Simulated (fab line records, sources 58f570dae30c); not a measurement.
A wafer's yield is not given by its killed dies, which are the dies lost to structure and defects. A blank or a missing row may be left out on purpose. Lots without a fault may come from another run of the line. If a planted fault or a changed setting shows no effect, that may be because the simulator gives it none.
Struck lot and sound lot, side by side / flow berkeley-cmos170 / 16 steps out of a route of 331
Sound: wafers L802.3, L802.5, L802.6. Wafers struck: L816.2, L816.3, L816.6. The cause is given at the end.
Order at every step that has rows: each side's tool, ch and its chambers, its first start. Under that, the readings that differ: sound wafers / struck wafers / difference of the means / sigmas: that difference in standard deviations of wafers without a fault.
alike: readings whose means differ by less than 2 such deviations, and words and numbers that are the same on both sides. not compared: withheld readings, readings that some wafer has no value for, bounds like >300 that may hide the same value, and numbers for which the record gives no deviation and whose values overlap.
A row with sigmas, a row that says differs or no value, or rows on one side alone: a step with any of these is where the two part. Numbers that have no deviation but don't overlap get no sigmas and don't part them. A reading missing from all wafers of one side parts the sides only when that side holds two or more wafers.

UCB170_ACTIVE_THK_MEAS_03:
  sound on film-metro-03, day 4 21:40; struck on film-metro-02, day 7 22:06
  alike: ACTIVE_OXIDE_THK
then, 2 steps without rows for these wafers: UCB170_ACTIVE_ANNEAL_04 (time 900 s); UCB170_ACTIVE_CVD_05 (deposits Si3N4 from SiH2Cl2/NH3, target thk 220 nm, time 3300 s).
UCB170_ACTIVE_THK_MEAS_06:
  sound on film-metro-02, day 5 02:29; struck on film-metro-04, day 8 05:00
  alike: ACTIVE_NITRIDE_THK
then, 2 steps without rows for these wafers: UCB170_ACTIVE_HMDS_07 (prime time 60 s); UCB170_ACTIVE_COAT_08 (resist thk 900 nm).
UCB170_ACTIVE_SOFTBAKE_09: time 60.94 s.
  sound on litho-track-02 ch 0, day 5 03:08; struck on litho-track-04 ch 0, day 8 05:25
  alike: plate-sensor-t-centre-C, plate-sensor-t-edge-C, softbake-temp-c
then, 3 steps without rows for these wafers: UCB170_ACTIVE_EXPOSE_10 (exposes mask ACTIVE, target cd 1200 nm); UCB170_ACTIVE_PEB_11; UCB170_ACTIVE_DEVELOP_12 (develop time 45 s).
UCB170_ACTIVE_CD_MEAS_13: the cd target is 1200 nm.
  sound on cd-sem-02, day 5 04:17; struck on cd-sem-01, day 8 06:49
  alike: cd-nm
UCB170_ACTIVE_OVL_MEAS_14:
  sound on overlay-02, day 5 04:23; struck on overlay-01, day 8 06:55
  alike: ACTIVE_OVL
UCB170_ACTIVE_ETCH_15: etches Si3N4 in CH3F/Ar/O2, stops on SiO2, target depth 242 nm, time 151 s.
  sound on rie-diel-01 ch 0,1,3, day 5 04:24; struck on rie-diel-01 ch 0,1,3, day 8 06:57
  no value came back on the struck wafers for any of 8 readings (CH3F_flow_sccm (sccm), O2_flow_sccm (sccm) and others); on the sound wafers CH3F_flow_sccm (sccm) reads 20.00 20.01 19.92
reading=model.KrF_of_ACTIVE_COAT_08.thk-nm (nm); sound=727.2 726.9 729; struck=881.2 881.4 884.7; difference=+154.7; sigmas=
reading=model.SiO2_of_ACTIVE_OXIDATION_02.thk-nm (nm); sound=22.53 22.19 22.85; struck=26.01 26.19 25.66; difference=+3.43; sigmas=
  not compared: rf-hours-counter-h
UCB170_ACTIVE_STRIP_16: strips in O2.
  sound on plasma-asher-03 ch 0,1, day 5 04:32; struck on plasma-asher-01 ch 0,1, day 8 07:03
reading=oes-product-au (a.u.); sound=0.722 0.721 0.722; struck=0.732 0.735 0.736; difference=+0.013; sigmas=+3
reading=strip-time-to-endpoint-s (s); sound=18.16 18.15 18.18; struck=21.51 21.54 21.59; difference=+3.38; sigmas=+47
  alike: chamber-pressure-mTorr, drypump-motor-current-A
  not compared: rf-hours-counter-h
UCB170_ACTIVE_CD_MEAS_90: the cd target is 1200 nm.
  sound on cd-sem-01, day 5 04:38; struck on cd-sem-01, day 8 07:10
reading=cd-nm (nm); sound=1199.9 1199.1 1199.4; struck=- - -; difference=no value on the struck wafers; sigmas=
then, 1 step without rows for these wafers: UCB170_ACTIVE_CLEAN_17 (cleans in SPM, time 600 s).

WHERE THEY PART
Earliest at UCB170_ACTIVE_ETCH_15; latest, in this record, at UCB170_ACTIVE_CD_MEAS_90.

WHY: what the simulator had put in
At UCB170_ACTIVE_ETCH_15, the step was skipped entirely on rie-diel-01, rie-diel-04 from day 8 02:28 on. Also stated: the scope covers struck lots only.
